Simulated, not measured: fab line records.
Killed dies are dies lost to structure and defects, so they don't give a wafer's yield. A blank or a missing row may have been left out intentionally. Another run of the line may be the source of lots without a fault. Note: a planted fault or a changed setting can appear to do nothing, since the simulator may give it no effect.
One fault seen from 2 desks	flow rit cmos	each desk has only its own numbers; what lay behind them comes last

== AT THE METROLOGY DESK ==
Means of the sampled wafers that have a number, per lot and without regard to the tool the lot ran on: this is what the gauges read. The brackets show how far a lot's mean lies from the usual mean; more than 4 standard deviations puts the lot out of limits, marked OUT.
Columns: A = cd nm at RIT_M1_CD_MEAS_90, usual 2599 nm
lot	first seen here	A
L123	day 3 12:33	2599
L124	day 3 17:58	2596
L125	day 4 00:02	2602
L126	day 4 03:28	2598
L130	day 5 00:42	2606
L133	day 5 15:21	2610
L134	day 5 20:29	2602
L135	day 6 01:16	2595
L137	day 6 12:13	2602
L138	day 6 17:40	2596
L140	day 7 02:09	2601
L142	day 7 12:26	2597
L143	day 7 16:38	2601
L145	day 8 01:45	2595
This desk's verdict: no lot among the 14 shows anything out of limits.

== FOR THE TOOL OWNER'S DESK: rie metal-03 ==
The tool's own readings at RIT_M1_METAL_ETCH_12 (etches Al in Cl2/BCl3, stops on SiO2, time 165 s, target depth 600 nm): means of the sampled wafers that have a number, for each lot that ran on this tool. The brackets show how far a lot's mean lies from the usual mean; more than 4 standard deviations puts the lot out of limits, marked OUT.
Columns: A = bcl3 flow sccm at RIT_M1_METAL_ETCH_12, usual 49.99 sccm; B = drypump motor current A at RIT_M1_METAL_ETCH_12, usual 5.9 A; C = oes product au at RIT_M1_METAL_ETCH_12, usual 0.772 a.u.; D = rf fwd power W at RIT_M1_METAL_ETCH_12, usual 249.1 W; E = throttle valve pct at RIT_M1_METAL_ETCH_12, usual 8.37 %
lot	first seen here	A	B	C	D	E
L124	day 3 17:25	50.03	5.8	0.774	249.2	8.43
L130	day 5 00:08	49.99	5.6	0.762	215.3 (-42) OUT	8.32
L133	day 5 14:50	50.03	5.8	0.761	181.9 (-83) OUT	8.44
This desk's finding: out of limits on L130, L133; first on L130, day 5 00:08 (rf fwd power W at RIT_M1_METAL_ETCH_12). L124 stayed within limits.

== BROUGHT TOGETHER ==
On L130, L133, at day 5 00:08, an alarm was possible from the tool owner's desk.
At the metrology desk, nothing out of limits was observed.
The metrology desk has L130, L133 on record, within its limits.
On rie metal-03, each named lot ran RIT_M1_METAL_ETCH_12.

== WHAT THE SIMULATOR HAD PUT IN ==
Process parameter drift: rie metal-03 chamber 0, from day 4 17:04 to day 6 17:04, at RIT_M1_METAL_ETCH_12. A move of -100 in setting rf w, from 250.
Lots struck among those shown: L130, L133.
Hours from the fault's start to each desk's first reading out of limits: the tool owner's desk, 7.
